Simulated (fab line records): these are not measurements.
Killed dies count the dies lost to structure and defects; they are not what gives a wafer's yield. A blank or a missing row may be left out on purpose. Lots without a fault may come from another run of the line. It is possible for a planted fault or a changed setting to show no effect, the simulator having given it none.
A struck lot beside a sound one    flow ritCmos    26 out of 202 route steps
Sound: wafers L269.1, L269.3, L269.4. Struck: wafers L270.1, L270.3, L270.4. The cause is named last.
For every step that has rows: the tool of each side, followed by ch and its chambers, followed by its first start. Under that, the readings that differ: sound wafers    struck wafers    difference of the means    sigmas: that difference in standard deviations of wafers without a fault.
alike: words and numbers the same on both sides, and readings whose means are apart by under 2 such deviations; not compared: readings that were withheld, readings missing a value for some wafer, numbers with overlapping values and no deviation given by the record, and bounds like >300 which may hide the same value.
Wherever a step has rows on one side only, a row that says differs or no value, or a row with sigmas, the two part there. Numbers that don't overlap but have no deviation are shown without sigmas and don't part them. Lack of a reading on every wafer of one side parts them only where that side has two or more wafers.

first, 2 steps without rows for these wafers: RIT_REOX_CLEAN_02 (cleans in SC2, time 600 s); RIT_REOX_OXIDATION_03 (target thk 25.2 nm, ox time 5580 s).
RIT_REOX_THK_MEAS_04:
  struck on filmMetro-03, day 4 22:25; sound on filmMetro-04, day 4 18:22
  alike: REOX_OXIDE_THK
then, 6 steps without rows for these wafers: RIT_NLDD_HMDS_00 (prime time 60 s); RIT_NLDD_COAT_01 (resist thk 1000 nm); RIT_NLDD_SOFTBAKE_02 (time 60 s); RIT_NLDD_EXPOSE_03 (exposes mask M7, target cd 40700 nm); RIT_NLDD_PEB_04; RIT_NLDD_DEVELOP_05 (develop time 50 s).
RIT_NLDD_OVL_MEAS_06:
  struck on overlay-01, day 4 23:21; sound on overlay-02, day 4 19:16
  alike: NLDD_OVL
then, 2 steps without rows for these wafers: RIT_NLDD_HARDBAKE_07 (time 60 s); RIT_NLDD_IMPLANT_08.
RIT_NLDD_STRIP_09: strips in O2, time 180 s.
  sound on plasmaAsher-04 ch 0,1, day 4 19:36; struck on plasmaAsher-04 ch 0,1, day 4 23:41
  no value came back on the struck wafers for chamberPressureMTorr (mTorr), drypumpMotorCurrentA (A), timeS (s); on the sound wafers chamberPressureMTorr (mTorr) reads 3998 4000 4001
reading                                   sound  struck             difference  sigmas
model.NOVOLAK_of_NLDD_COAT_01.thkNm (nm)  0 0 0  885.6 885.1 883.8  +884.8      
  not compared: rfHoursCounterH
RIT_NLDD_TW_MEAS_10:
  struck on filmMetro-02, day 4 23:52; sound on filmMetro-01, day 4 19:47
  alike: NLDD_TW
then, 6 steps without rows for these wafers: RIT_PLDD_HMDS_00 (prime time 60 s); RIT_PLDD_COAT_01 (resist thk 1000 nm); RIT_PLDD_SOFTBAKE_02 (time 60 s); RIT_PLDD_EXPOSE_03 (exposes mask M8, target cd 40900 nm); RIT_PLDD_PEB_04; RIT_PLDD_DEVELOP_05 (develop time 50 s).
RIT_PLDD_OVL_MEAS_06:
  struck on overlay-01, day 5 01:01; sound on overlay-02, day 4 20:41
  alike: PLDD_OVL
then, 2 steps without rows for these wafers: RIT_PLDD_HARDBAKE_07 (time 60 s); RIT_PLDD_IMPLANT_08.
RIT_PLDD_STRIP_09: strips in O2, time 180 s.
  sound on plasmaAsher-01 ch 0,1, day 4 21:02; struck on plasmaAsher-01 ch 0,1, day 5 01:21
  alike: chamberPressureMTorr, drypumpMotorCurrentA
  not compared: rfHoursCounterH
RIT_PLDD_TW_MEAS_10:
  struck on filmMetro-02, day 5 01:32; sound on filmMetro-04, day 4 21:12
reading  sound           struck    difference  sigmas
PLDD_TW  2369 2361 2365  30 30 30  -2335       -99 or more
then, 1 step without rows for these wafers: RIT_SPACER_CLEAN_00 (cleans in SC1, time 600 s).

WHERE THEY PART
Earliest at RIT_NLDD_STRIP_09; latest, in this record, at RIT_PLDD_TW_MEAS_10.

WHY: the cause the simulator had injected
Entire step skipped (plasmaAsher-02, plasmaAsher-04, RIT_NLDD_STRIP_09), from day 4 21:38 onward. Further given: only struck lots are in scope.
